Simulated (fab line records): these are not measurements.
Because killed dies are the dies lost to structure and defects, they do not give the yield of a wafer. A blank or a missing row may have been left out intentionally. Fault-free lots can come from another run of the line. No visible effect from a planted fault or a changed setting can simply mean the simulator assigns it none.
A lot that was struck, set against a sound lot / flow rit cmos / 22 out of 202 route steps
Sound: wafers L610.2, L610.3, L610.5. Wafers L627.1, L627.2, L627.5 were the ones struck. The cause is named last.
Per side, at each step with rows, come the tool, then ch with its chambers, and then its first start. Under that, the readings that differ: sound wafers / struck wafers / difference of the means / sigmas: that difference in standard deviations of wafers without a fault.
alike: readings with means less than 2 such deviations apart, plus words and numbers identical on both sides. not compared: withheld readings, readings lacking a value on some wafer, bounds such as >300 that could conceal the same value, and numbers that have no deviation in the record and whose values overlap.
A row with sigmas, a row that says differs or no value, or rows on one side alone: a step with any of these is where the two part. Non-overlapping numbers with no deviation appear without sigmas and do not part them. A reading that every wafer of one side lacks parts them only if that side has two wafers or more.

RIT_CONTACT_CD_MEAS_90: the cd target is 1000 nm.
  struck on cd sem-02, day 7 11:11; sound on cd sem-01, day 4 00:15
  alike: cd nm
then, 2 steps without rows for these wafers: RIT_CONTACT_CLEAN_13 (cleans in SC1, time 600 s); RIT_CONTACT_CLEAN_14 (cleans in SC2, time 600 s).
RIT_M1_SPUTTER_00: material Al, target thk 400 nm, time 487 s.
  struck on pvd sputter-01, day 7 11:39; sound on pvd sputter-04, day 4 00:42
  alike: throttle valve pct
RIT_M1_RS_MEAS_01: measures by four-point-probe.
  struck on film metro-01, day 7 11:59; sound on film metro-02, day 4 01:01
  alike: M1_AL_RS
RIT_M1_THK_MEAS_02: measures by xrf.
  struck on film metro-01, day 7 12:06; sound on film metro-02, day 4 01:07
  alike: M1_AL_THK
then, 6 steps without rows for these wafers: RIT_M1_HMDS_03 (prime time 60 s); RIT_M1_COAT_04 (resist thk 1300 nm); RIT_M1_SOFTBAKE_05 (time 60 s); RIT_M1_EXPOSE_06 (exposes mask M12, target cd 2600 nm); RIT_M1_PEB_07; RIT_M1_DEVELOP_08 (develop time 68 s).
RIT_M1_CD_MEAS_09: the cd target is 2600 nm.
  struck on cd sem-02, day 7 13:17; sound on cd sem-01, day 4 02:05
  alike: cd nm
RIT_M1_OVL_MEAS_10:
  struck on overlay-01, day 7 13:24; sound on overlay-01, day 4 02:11
  alike: M1_OVL
then, 1 step without rows for these wafers: RIT_M1_HARDBAKE_11 (time 120 s).
RIT_M1_METAL_ETCH_12: etches Al in Cl2/BCl3, stops on SiO2, time 165 s, target depth 600 nm.
  sound on rie metal-04 ch 0,1, day 4 02:28; struck on rie metal-02 ch 0,1, day 7 13:42
  alike: bcl3 flow sccm, chamber pressure mTorr, drypump motor current A, oes product au, throttle valve pct
  not compared: rf hours counter h
then, 1 step without rows for these wafers: RIT_M1_STRIP_13 (strips in nmp, time 600 s).
RIT_M1_STRIP_14: strips in O2, time 180 s.
  sound on plasma asher-04 ch 0, day 4 02:48; struck on plasma asher-04 ch 0,1, day 7 14:02
  alike: chamber pressure mTorr, drypump motor current A
  not compared: rf hours counter h
RIT_M1_CD_MEAS_90: the cd target is 2600 nm.
  struck on cd sem-01, day 7 14:13; sound on cd sem-01, day 4 03:00
  alike: cd nm
then, 1 step without rows for these wafers: RIT_M1_ANNEAL_15 (time 1800 s).
RIT_M1_BOW_MEAS_16:
  struck on film metro-03, day 7 15:50; sound on film metro-02, day 4 04:37
  alike: M1_BOW
RIT_M1_PROBE_99:
  struck on prober-01, day 7 15:57; sound on prober-02, day 4 04:46
  not compared: model.etest.pldd.width nm, model.etest.nldd.width nm, model.etest.pplus sal.width nm, model.etest.nplus sal.width nm

== WHERE THEY PART ==
Nowhere in this record.

WHY: the cause the simulator had injected
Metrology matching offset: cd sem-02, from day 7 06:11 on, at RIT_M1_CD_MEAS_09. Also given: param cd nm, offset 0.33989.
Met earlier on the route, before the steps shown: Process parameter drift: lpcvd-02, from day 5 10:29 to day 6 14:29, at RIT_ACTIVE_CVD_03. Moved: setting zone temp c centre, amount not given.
